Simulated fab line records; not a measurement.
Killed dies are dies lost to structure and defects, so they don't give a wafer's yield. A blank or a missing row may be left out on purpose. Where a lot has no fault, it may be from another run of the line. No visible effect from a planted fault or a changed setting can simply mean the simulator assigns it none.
fab line records    flow ritCmos
record: lots: 7  wafers: 21  lastDay: 7
route steps=202 shown NSD@138 PSD@142 SDANNEAL@153 M1@202
lots that met no fault: from a run of the same line without faults
startH: the number of hours between the record's first day and the start of the first shown wafer of the lot    waitH: hours since the lot's step before    " identical to the entry in the row above    L1.1+2: several wafers, shown together as one row    - value missing, or start not given    * or withheld: withheld    < > ~ a bound
route shown NAME@n: NAME is a module with steps in the file, n the number in the route of the first one    usual: the fault-free wafers' mean and standard deviation    same: alike in all rows    chamber/n: place in a boat    sites: each site's reading    _std_site: how widely they spread, as a standard deviation    _edge_site: the outer-site mean with the inner-site mean subtracted    radiusMm: for every site, how far away it sits from the centre of the wafer    mask NAME#n: copy n    behind: the last tool/chamber to shape the wafer    hold: why the lot was held/for how many hours/how that ended    device: transistor that didn't switch, given as n, p or np    end of line: the tests these same wafers got at the end of their route    a step with no rows: only its recipe    killed: count of dies lost to structure and defects at first sort (not the wafer's yield)    map: dies across one wafer; x = killed, . = not, _ = none there
set.NAME: the run value of the setting; set.NAME@STEP: its run value at that earlier step    model.NAME: the simulator's own value behind a step, which no gauge read
lots at selected steps of the route; one table per step, one row per wafer
services: from which hour (startH, from the record's first day; less than 0 if before it) a tool's chamber was out of use, for how many hours, and why
== steps ==
step: RIT_NSD_HARDBAKE_07
recipe: resist: NOVOLAK  tempC: 140  timeS: 60
step: RIT_NSD_IMPLANT_08
recipe: species: P  energyKev: 25  doseCm2: 1e+15  tiltDeg: 7
step: RIT_NSD_STRIP_09
recipe: chemistry: O2  timeS: 180  resist: NOVOLAK  platenTempC: withheld  powerW: 500  pressureMtorr: 4000  o2FlowSccm: 4000
usual: drypumpMotorCurrentA: 5.9/0.41
lot.wafer  tool            chamber  startH  waitH  drypumpMotorCurrentA  rfHoursCounterH
L545.3     plasmaAsher-03  0        56.84   0.1    5.7                   -
L545.4     "               1        "       "      5.6                   -
L545.6     "               0        "       "      5.7                   -
L549.1     plasmaAsher-04  1        76.68   0.1    6.1                   43
L549.4     "               0        "       "      6.5                   -
L549.6     "               0        "       "      6.5                   -
L551.1     plasmaAsher-04  1        85.06   0.1    6.1                   44
L551.2     "               0        "       "      6.6                   44
L551.4     "               1        "       "      6.1                   -
L553.2     plasmaAsher-03  1        99.24   0.1    5.6                   46
L553.4     "               0        "       "      5.6                   -
L553.6     "               0        "       "      5.6                   -
L555.3     plasmaAsher-02  0        110.72  0.1    5.4                   -
L555.4     "               1        "       "      5.5                   -
L555.6     "               0        "       "      5.5                   -
L561.1     plasmaAsher-04  1        138.64  0.1    6.1                   50
L561.3     "               0        "       "      6.5                   -
L561.4     "               1        "       "      6.1                   -
L566.1     plasmaAsher-02  1        161.53  0.1    5.5                   51
L566.2     "               0        "       "      5.4                   51
L566.3     "               1        "       "      5.5                   -
step: RIT_NSD_TW_MEAS_10
usual: NSD_TW: 3111/16
lot.wafer  tool          chamber  startH  waitH  NSD_TW
L545.3     filmMetro-04  -        56.98   0.1    3126
L545.4     "             -        "       "      3112
L545.6     "             -        "       "      3134
L549.1     filmMetro-03  -        76.85   0.1    3100
L549.4     "             -        "       "      3116
L549.6     "             -        "       "      3118
L551.1     filmMetro-03  -        85.24   0.1    3115
L551.2     "             -        "       "      3123
L551.4     "             -        "       "      3140
L553.2     filmMetro-03  -        99.42   0.1    3099
L553.4     "             -        "       "      3103
L553.6     "             -        "       "      3098
L555.3     filmMetro-03  -        110.85  0.1    3109
L555.4     "             -        "       "      3114
L555.6     "             -        "       "      3108
L561.1     filmMetro-04  -        138.82  0.1    3105
L561.3     "             -        "       "      3101
L561.4     "             -        "       "      3119
L566.1     filmMetro-03  -        161.70  0.1    3097
L566.2     "             -        "       "      3085
L566.3     "             -        "       "      3123
step: RIT_PSD_HMDS_00
recipe: primeTimeS: 60  primeTempC: 140
step: RIT_PSD_COAT_01
recipe: resist: NOVOLAK  spinRpm: 3250  resistThkNm: 1000
step: RIT_PSD_SOFTBAKE_02
recipe: resist: NOVOLAK  tempC: 90  timeS: 60
step: RIT_PSD_EXPOSE_03
recipe: maskId: M10  na: 0.57  targetCdNm: 40900  doseMj: 250
step: RIT_PSD_PEB_04
recipe: resist: NOVOLAK  tempC: withheld  timeS: withheld
step: RIT_PSD_DEVELOP_05
recipe: resist: NOVOLAK  developTimeS: 50  devTempC: 23
step: RIT_PSD_OVL_MEAS_06
usual: PSD_OVL: -0.4/1.2
lot.wafer  tool        chamber  startH  waitH  PSD_OVL[nm]
L545.3     overlay-01  -        58.01   -      -1.7
L545.4     "           -        "       "      -1.4
L545.6     "           -        "       "      -1.8
L549.1     overlay-01  -        77.76   -      0.5
L549.4     "           -        "       "      -1.7
L549.6     "           -        "       "      -0.8
L551.1     overlay-01  -        86.27   -      1.0
L551.2     "           -        "       "      0.7
L551.4     "           -        "       "      1.5
L553.2     overlay-01  -        100.45  -      -1.1
L553.4     "           -        "       "      -1.4
L553.6     "           -        "       "      -1.1
L555.3     overlay-02  -        111.88  -      1.5
L555.4     "           -        "       "      2.1
L555.6     "           -        "       "      1.8
L561.1     overlay-02  -        139.85  -      -0.2
L561.3     "           -        "       "      0.4
L561.4     "           -        "       "      1.6
L566.1     overlay-01  -        162.61  -      0.9
L566.2     "           -        "       "      0.1
L566.3     "           -        "       "      -0.3
step: RIT_PSD_HARDBAKE_07
recipe: resist: NOVOLAK  tempC: 140  timeS: 60
step: RIT_PSD_IMPLANT_08
recipe: species: BF2  energyKev: 27  doseCm2: 5e+15  tiltDeg: 7
usual: doseIonsCm2: 4.999e+15/5.9e+12  endStationPressureTorr: 1.43e-05/1.5e-06  faradayCurrentUA: 12011/1200
lot.wafer  tool          chamber  startH  waitH  doseIonsCm2  endStationPressureTorr  faradayCurrentUA
L545.3     implanter-01  0        58.23   0.1    5.01e+15     1.27e-05                11342
L545.4     "             0        "       "      5.002e+15    1.32e-05                10494
L545.6     "             0        "       "      5.003e+15    1.35e-05                10478
L549.1     implanter-01  0        77.95   0.1    4.988e+15    1.24e-05                10850
L549.4     "             0        "       "      4.993e+15    1.35e-05                10957
L549.6     "             0        "       "      4.987e+15    1.32e-05                10859
L551.1     implanter-01  0        86.46   0.1    2.135e+15    1.11e-05                6742
L551.2     "             0        "       "      2.132e+15    1e-05                   6570
L551.4     "             0        "       "      2.135e+15    1.11e-05                6536
L553.2     implanter-01  0        100.66  0.1    2.135e+15    1.13e-05                6703
L553.4     "             0        "       "      2.135e+15    1.06e-05                6802
L553.6     "             0        "       "      2.137e+15    9.6e-06                 6732
L555.3     implanter-01  0        112.10  0.1    2.132e+15    1.08e-05                6826
L555.4     "             0        "       "      2.132e+15    1.03e-05                6421
L555.6     "             0        "       "      2.142e+15    1.02e-05                6863
L561.1     implanter-03  0        140.04  0.1    5.005e+15    1.49e-05                13489
L561.3     "             0        "       "      5.002e+15    1.62e-05                13116
L561.4     "             0        "       "      4.998e+15    1.73e-05                13193
L566.1     implanter-03  0        162.80  0.1    4.999e+15    1.58e-05                13341
L566.2     "             0        "       "      4.997e+15    1.5e-05                 13519
L566.3     "             0        "       "      5.004e+15    1.65e-05                13756
step: RIT_PSD_STRIP_09
recipe: chemistry: O2  timeS: 180  resist: NOVOLAK  platenTempC: withheld  powerW: 500  pressureMtorr: 4000  o2FlowSccm: 4000
usual: drypumpMotorCurrentA: 5.7/0.43
lot.wafer  tool            chamber  startH  waitH  drypumpMotorCurrentA  rfHoursCounterH
L545.3     plasmaAsher-01  1        58.39   0.1    5.1                   -
L545.4     "               0        "       "      5.6                   -
L545.6     "               0        "       "      5.6                   -
L549.1     plasmaAsher-03  1        78.10   0.1    5.6                   44
L549.4     "               1        "       "      5.6                   -
L549.6     "               1        "       "      5.6                   -
L551.1     plasmaAsher-03  0        86.61   0.1    5.6                   45
L551.2     "               1        "       "      5.6                   45
L551.4     "               1        "       "      5.6                   -
L553.2     plasmaAsher-01  0        100.78  0.1    5.6                   30
L553.4     "               0        "       "      5.6                   -
L553.6     "               0        "       "      5.7                   -
L555.3     plasmaAsher-01  0        112.26  0.1    5.6                   -
L555.4     "               1        "       "      5.1                   -
L555.6     "               0        "       "      5.7                   -
L561.1     plasmaAsher-03  0        140.19  0.1    5.7                   2
L561.3     "               0        "       "      5.6                   -
L561.4     "               1        "       "      5.6                   -
L566.1     plasmaAsher-04  0        162.95  0.1    6.5                   52
L566.2     "               1        "       "      6.1                   52
L566.3     "               1        "       "      6.1                   -
step: RIT_PSD_TW_MEAS_10
usual: PSD_TW: 3416/14
lot.wafer  tool          chamber  startH  waitH  PSD_TW
L545.3     filmMetro-04  -        58.53   0.1    3421
L545.4     "             -        "       "      3429
L545.6     "             -        "       "      3434
L549.1     filmMetro-02  -        78.28   0.1    3415
L549.4     "             -        "       "      3427
L549.6     "             -        "       "      3410
L551.1     filmMetro-03  -        86.79   0.1    3072
L551.2     "             -        "       "      3076
L551.4     "             -        "       "      3072
L553.2     filmMetro-03  -        100.97  0.1    3054
L553.4     "             -        "       "      3058
L553.6     "             -        "       "      3061
L555.3     filmMetro-03  -        112.40  0.1    3076
L555.4     "             -        "       "      3056
L555.6     "             -        "       "      3053
L561.1     filmMetro-04  -        140.36  0.1    3423
L561.3     "             -        "       "      3401
L561.4     "             -        "       "      3403
L566.1     filmMetro-03  -        163.12  0.1    3401
L566.2     "             -        "       "      3405
L566.3     "             -        "       "      3396
step: RIT_SDANNEAL_CLEAN_00
recipe: chemistry: SC1  mix: 3:3:50  timeS: 600  tempC: 75
step: RIT_SDANNEAL_CLEAN_01
recipe: chemistry: dHF  dilution: 50:1  timeS: 30
step: RIT_SDANNEAL_CLEAN_02
recipe: chemistry: SC2  mix: 3:3:50  timeS: 600  tempC: 75  dry: n2Spin
step: RIT_SDANNEAL_RTA_03
recipe: tempC: 1050  timeS: 5  idleTempC: 600  rampUpCPerS: 342  rampDownCPerS: 171  coolToC: 600  ambient: N2
usual: rampDownCPerS: 171.00/0.032  wafer_temp_C_max: 1053.5/1.1
lot.wafer  tool          chamber  startH  waitH  rampDownCPerS  wafer_temp_C_max
L545.3     rtpAnneal-01  0        58.97   0.0    170.99         1054.0
L545.4     "             0        "       "      171.00         1053.7
L545.6     "             0        "       "      170.93         1051.8
L549.1     rtpAnneal-01  0        78.70   0.0    170.96         1054.5
L549.4     "             0        "       "      171.02         1052.6
L549.6     "             0        "       "      171.00         1053.8
L551.1     rtpAnneal-01  0        87.21   0.0    171.06         1056.1
L551.2     "             0        "       "      171.02         1052.6
L551.4     "             0        "       "      171.02         1053.4
L553.2     rtpAnneal-01  0        101.39  0.0    171.04         1053.5
L553.4     "             0        "       "      170.97         1053.5
L553.6     "             0        "       "      171.00         1053.8
L555.3     rtpAnneal-01  0        112.84  0.0    171.06         1054.7
L555.4     "             0        "       "      170.97         1053.8
L555.6     "             0        "       "      171.00         1052.6
L561.1     rtpAnneal-01  0        140.82  0.0    170.97         1057.0
L561.3     "             0        "       "      170.98         1052.6
L561.4     "             0        "       "      170.95         1053.9
L566.1     rtpAnneal-02  0        163.55  0.0    170.96         1053.2
L566.2     "             0        "       "      170.95         1053.9
L566.3     "             0        "       "      170.98         1055.3
step: RIT_SDANNEAL_RS_MEAS_04
recipe: thkMeasGauge: four-point-probe
usual: PSD_RS: 115.9/0.32
lot.wafer  tool          chamber  startH  waitH  PSD_RS[ohm/sq]
L545.3     filmMetro-03  -        59.05   0.1    115.5
L545.4     "             -        "       "      115.9
L545.6     "             -        "       "      115.7
L549.1     filmMetro-03  -        78.76   0.0    116.6
L549.4     "             -        "       "      116.1
L549.6     "             -        "       "      116.2
L551.1     filmMetro-04  -        87.27   0.0    128.2
L551.2     "             -        "       "      127.7
L551.4     "             -        "       "      128.2
L553.2     filmMetro-02  -        101.46  0.1    128.5
L553.4     "             -        "       "      128.3
L553.6     "             -        "       "      128.5
L555.3     filmMetro-02  -        112.92  0.1    128.5
L555.4     "             -        "       "      128.2
L555.6     "             -        "       "      128.5
L561.1     filmMetro-02  -        140.88  0.0    115.7
L561.3     "             -        "       "      115.8
L561.4     "             -        "       "      115.7
L566.1     filmMetro-04  -        163.61  0.0    116.5
L566.2     "             -        "       "      116.3
L566.3     "             -        "       "      116.7
step: RIT_SDANNEAL_RS_MEAS_05
recipe: thkMeasGauge: four-point-probe
usual: NSD_RS: 84.58/0.27
lot.wafer  tool          chamber  startH  waitH  NSD_RS[ohm/sq]
L545.3     filmMetro-03  -        59.17   0.1    84.23
L545.4     "             -        "       "      84.26
L545.6     "             -        "       "      84.32
L549.1     filmMetro-03  -        78.88   0.1    84.68
L549.4     "             -        "       "      84.32
L549.6     "             -        "       "      84.21
L551.1     filmMetro-04  -        87.39   0.1    84.45
L551.2     "             -        "       "      84.36
L551.4     "             -        "       "      84.11
L553.2     filmMetro-02  -        101.58  0.1    84.43
L553.4     "             -        "       "      84.76
L553.6     "             -        "       "      84.70
L555.3     filmMetro-02  -        113.04  0.1    84.43
L555.4     "             -        "       "      84.67
L555.6     "             -        "       "      84.54
L561.1     filmMetro-02  -        141.00  0.1    84.72
L561.3     "             -        "       "      84.59
L561.4     "             -        "       "      84.72
L566.1     filmMetro-04  -        163.73  0.1    84.53
L566.2     "             -        "       "      84.47
L566.3     "             -        "       "      84.31
step: RIT_M1_PROBE_99
usual: killedAtContacts: 0.1/0.23  killedAtFrontEnd: 6.7/2.7  killedDies: 6.7/2.7  killedOnRim: 1.8/1.2  killedOpen: 3.2/1.8  killedShort: 3.5/1.9
same: grossDies: 264  killed_at_M0_to_M3: 0  killed_at_M4_up: 0  killedAtBackSide: 0  killedAtOther: 0
lot.wafer  tool       chamber  startH  waitH  killedAtContacts  killedAtFrontEnd  killedDies  killedOnRim  killedOpen  killedShort  model.etest.pmos_0p3.rOnOhmUm  model.etest.pmosTurned.rOnOhmUm  model.etest.pmos_0p15.rOnOhmUm  model.etest.contactPplus.endOhmUm  model.etest.pmos_0p15.driveUaUm  model.etest.pmos_0p3.driveUaUm  model.etest.pmosNarrow.driveUaUm  model.etest.ppolyLine.rsOhmSq
L545.3     prober-02  -        66.69   0.2    0                 6                 6           1            3           3            6151                           3210                             2623                            42.54                              268.2                            103.3                           105.1                             16.24
L545.4     prober-02  -        66.74   0.2    0                 5                 5           1            1           4            6191                           3239                             2663                            42.97                              262.9                            102.2                           103.2                             16.37
L545.6     prober-02  -        66.84   0.2    0                 7                 7           1            1           6            6238                           3268                             2674                            42.77                              262.3                            102.1                           105.5                             16.28
L549.1     prober-02  -        86.39   0.1    0                 5                 5           3            2           3            6486                           3646                             2848                            43.91                              247.2                            96.06                           95.49                             16.64
L549.4     prober-02  -        86.54   0.2    0                 6                 6           2            4           2            6502                           3604                             2821                            42.74                              251.4                            97.3                            97                                16.52
L549.6     prober-02  -        86.64   0.2    1                 10                11          2            6           5            6325                           3494                             2748                            43.42                              260.9                            99.48                           100.6                             16.72
L551.1     prober-02  -        94.63   0.1    1                 8                 9           1            5           4            6561                           3512                             2860                            65.95                              249.3                            95.94                           98                                16.93
L551.2     prober-02  -        94.68   0.1    0                 6                 6           1            3           3            6648                           3593                             2946                            67.02                              240.4                            94.14                           94.01                             16.96
L551.4     prober-02  -        94.78   0.2    0                 6                 6           4            3           3            6752                           3699                             2997                            65.93                              233.2                            92.29                           93.68                             17
L553.2     prober-01  -        109.17  0.1    1                 9                 10          3            7           3            6858                           3734                             3064                            71.99                              235                              90.92                           92.73                             16.63
L553.4     prober-01  -        109.27  0.2    0                 5                 5           4            1           4            6818                           3674                             2980                            71.44                              233.7                            90.54                           93.97                             16.82
L553.6     prober-01  -        109.37  0.2    0                 6                 6           3            1           5            6746                           3648                             2977                            70.63                              238.9                            91.9                            94.95                             16.76
L555.3     prober-01  -        120.36  0.2    0                 9                 9           1            2           6            6456                           3393                             2772                            70.52                              259.2                            97.59                           98.83                             16.83
L555.4     prober-01  -        120.41  0.2    0                 5                 5           0            3           2            6494                           3445                             2820                            68.98                              257.2                            97.43                           98.86                             16.98
L555.6     prober-01  -        120.51  0.2    0                 7                 7           2            1           5            6453                           3324                             2738                            70.2                               263.3                            97.33                           97.32                             16.97
L561.1     prober-01  -        148.33  0.1    0                 6                 6           1            4           2            6288                           3428                             2735                            46                                 260.6                            101.3                           102.3                             16.33
L561.3     prober-01  -        148.43  0.2    0                 7                 7           2            3           4            6140                           3308                             2682                            44.65                              265.5                            103.2                           104.9                             16.38
L561.4     prober-01  -        148.48  0.2    0                 8                 8           2            2           6            6266                           3485                             2771                            44.49                              255.1                            101.6                           102.4                             16.17
L566.1     prober-02  -        171.07  0.1    0                 3                 3           1            1           2            6329                           3432                             2771                            45.29                              255                              100.6                           102.3                             16.7
L566.2     prober-02  -        171.12  0.1    0                 3                 3           0            2           1            6473                           3627                             2930                            45.59                              238                              96.69                           98.87                             16.5
L566.3     prober-02  -        171.17  0.2    0                 5                 5           2            2           3            6501                           3572                             2850                            46.7                               246.1                            97.61                           99.17                             16.64
killed by level:class
L545.3 GATE:geometricParticle:short=2 GATE:geometricParticle:open=2 REOX:geometricParticle:short=1 SPACER:geometricParticle:open=1
L545.4 GATE:geometricParticle:short=2 FOX2:geometricParticle:short=1 REOX:geometricParticle:short=1 SILICIDE:geometricParticle:open=1
L545.6 GATE:geometricParticle:short=4 SPACER:geometricParticle:short=2 REOX:geometricParticle:open=1
L549.1 GATE:geometricParticle:short=2 GATE:geometricParticle:open=1 SILICIDE:geometricParticle:short=1 SILICIDE:geometricParticle:open=1
L549.4 GATE:geometricParticle:short=2 SPACER:geometricParticle:open=2 FOX2:geometricParticle:open=1 GATE:geometricParticle:open=1
L549.6 GATE:geometricParticle:short=5 GATE:geometricParticle:open=3 FOX2:geometricParticle:open=1 SPACER:geometricParticle:open=1 CONTACT:geometricParticle:open=1
L551.1 SILICIDE:geometricParticle:open=3 GATE:geometricParticle:short=1 REOX:geometricParticle:short=1 REOX:geometricParticle:open=1 SPACER:geometricParticle:short=1 SILICIDE:geometricParticle:short=1 CONTACT:geometricParticle:open=1
L551.2 REOX:geometricParticle:open=2 FOX2:geometricParticle:short=1 GATE:geometricParticle:open=1 REOX:geometricParticle:short=1 SILICIDE:geometricParticle:short=1
L551.4 FOX1:geometricParticle:short=2 ACTIVE:geometricParticle:open=1 REOX:geometricParticle:open=1 SPACER:geometricParticle:short=1 SILICIDE:geometricParticle:open=1
L553.2 GATE:geometricParticle:open=4 FOX1:geometricParticle:open=2 GATE:geometricParticle:short=2 SILICIDE:geometricParticle:short=1 CONTACT:geometricParticle:open=1
L553.4 GATE:geometricParticle:short=3 REOX:geometricParticle:open=1 SILICIDE:geometricParticle:short=1
L553.6 FOX1:geometricParticle:short=2 GATE:geometricParticle:short=2 SPACER:geometricParticle:open=1 SPACER:geometricParticle:short=1
L555.3 FOX1:geometricParticle:open=2 GATE:geometricParticle:short=2 REOX:geometricParticle:short=2 FOX1:geometricParticle:short=1 SPACER:geometricParticle:short=1 NSD:coatMicrobubblePrinted=1
L555.4 REOX:geometricParticle:open=2 FOX2:geometricParticle:short=1 SPACER:geometricParticle:short=1 SILICIDE:geometricParticle:open=1
L555.6 FOX1:geometricParticle:short=1 FOX1:geometricParticle:open=1 FOX2:geometricParticle:short=1 GATE:geometricParticle:short=1 SPACER:geometricParticle:short=1 SILICIDE:geometricParticle:short=1 NSD:coatMicrobubblePrinted=1
L561.1 SPACER:geometricParticle:open=2 FOX2:geometricParticle:open=1 GATE:geometricParticle:open=1 GATE:geometricParticle:short=1 SPACER:geometricParticle:short=1
L561.3 SPACER:geometricParticle:short=2 SPACER:geometricParticle:open=2 FOX1:geometricParticle:short=1 GATE:geometricParticle:short=1 REOX:geometricParticle:open=1
L561.4 GATE:geometricParticle:open=2 SPACER:geometricParticle:short=2 FOX2:geometricParticle:short=1 GATE:geometricParticle:short=1 REOX:geometricParticle:short=1 SILICIDE:geometricParticle:short=1
L566.1 GATE:geometricParticle:open=1 SPACER:geometricParticle:short=1 SILICIDE:geometricParticle:short=1
L566.2 FOX2:geometricParticle:short=1 GATE:geometricParticle:open=1 SPACER:geometricParticle:open=1
L566.3 SPACER:geometricParticle:short=2 SILICIDE:geometricParticle:open=2 SILICIDE:geometricParticle:short=1
== services ==
tool            chamber  startH  hours  kind
implanter-03    -        40.44   1.4    repair
implanter-03    -        61.99   1.6    repair
implanter-03    -        65.18   4.2    pm
plasmaAsher-03  -        108.84  9.0    pm
plasmaAsher-03  0        108.84  9.0    ventCycle
plasmaAsher-03  1        108.84  9.0    ventCycle
plasmaAsher-03  0        117.84  -      clean
plasmaAsher-03  1        117.84  -      clean
implanter-01    -        121.85  5.3    pm
implanter-01    -        161.40  6.0    pm
== key ==
firstSign: step: RIT_PSD_IMPLANT_08  reading: doseIonsCm2  direction: down  sigmas: 99+  usual: 4.999e+15  struck: 2.135e+15
effect: step: RIT_PSD_IMPLANT_08  reading: faradayCurrentUA  direction: down  sigmas: 4.3  usual: 12011  struck: 6688
effect: step: RIT_PSD_TW_MEAS_10  reading: PSD_TW  direction: down  sigmas: 25  usual: 3416  struck: 3064
effect: step: RIT_SDANNEAL_RS_MEAS_04  reading: PSD_RS  direction: up  sigmas: 38  usual: 115.9  struck: 128.3
modelEffect: step: RIT_M1_PROBE_99  value: etest.pmos_0p3.rOnOhmUm  without: 6303  struck: 6643
metAt RIT_PSD_IMPLANT_08
struckWafers L551.1,L551.2,L551.4,L553.2,L553.4,L553.6,L555.3,L555.4,L555.6
testerLeftOut L551,L553,L555
onsetBetween 77.95 86.46
fault: kind: processParameterDrift  tool: implanter-01  chamber: -  onsetH: 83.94  steps: RIT_PSD_IMPLANT_08  channel: doseCm2  offset: -2.8639e+15  shape: step  endH: 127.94  actsIn: theseRecipesOnly  stated: 5e+15
testerLeftOut: of these lots the tester's yield and bins aren't shown, on N5 and GAA mostly nor the transistor test; their killed dies are dies lost to structure and defects alone, not to doping, threshold or leakage, so they don't give the yield
